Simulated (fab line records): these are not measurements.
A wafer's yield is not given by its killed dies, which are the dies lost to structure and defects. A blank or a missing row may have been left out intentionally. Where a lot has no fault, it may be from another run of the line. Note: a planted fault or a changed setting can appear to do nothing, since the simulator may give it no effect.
Matching of chambers | flow berkeley-cmos170 | UCB170_BACKSIDE_CLEAN_04 on wet-bench-01: 3 sister chambers
The step cleans in SPM, time 600 s. 6 wafers are shown with their chamber, then 6 later ones without.

## WAFERS PAIRED WITH THEIR CHAMBERS
wafer  | chamber | bath-heat-duty-pct (%) | bath-guard-temp-C (C)
L639.2 | 3       | 13.1                   | 120.4
L639.6 | 3       | 14.4                   | 120.6
L637.3 | 0       | 11.0                   | 120.2
L637.6 | 0       | 11.1                   | 119.7
L642.5 | 1       | 12.4                   | 119.9
L642.6 | 1       | 12.3                   | 120.2

## WAFERS WITHOUT THEIR CHAMBER
wafer  | bath-heat-duty-pct (%) | bath-guard-temp-C (C)
L654.1 | 12.0                   | 120.1
L654.2 | 12.3                   | 119.8
L654.5 | 12.8                   | 120.0
L656.3 | 10.4                   | 119.6
L656.4 | 11.4                   | 119.9
L656.5 | 12.1                   | 120.2

## THE CHAMBER EACH PASSED THROUGH
wafer  | from the rows above     | in truth
L654.1 | can't be placed: 1 or 0 | 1
L654.2 | can't be placed: 1 or 0 | 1
L654.5 | can't be placed: 1 or 3 | 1
L656.3 | 0                       | 0
L656.4 | can't be placed: 0 or 1 | 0
L656.5 | can't be placed: 1 or 0 | 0
1 of 6 placed correctly. Not placeable from these rows: 5 (in 5, the candidates include the true chamber). Placed wrongly: 0.
How it was worked out, from the rows above alone: a wafer's distance from a chamber is the root of the sum, over the readings, of the square of ((its reading less the chamber's mean) divided by the reading's scatter). If the next closest chamber is less than 2 further off than the closest, the wafer can't be placed; otherwise it belongs to the closest. For every chamber, the mean is computed from those of its wafers that are shown. The scatter is the square root of a quotient: the sum, over the shown wafers, of each reading's squared deviation from its chamber's mean, divided by wafers minus chambers.
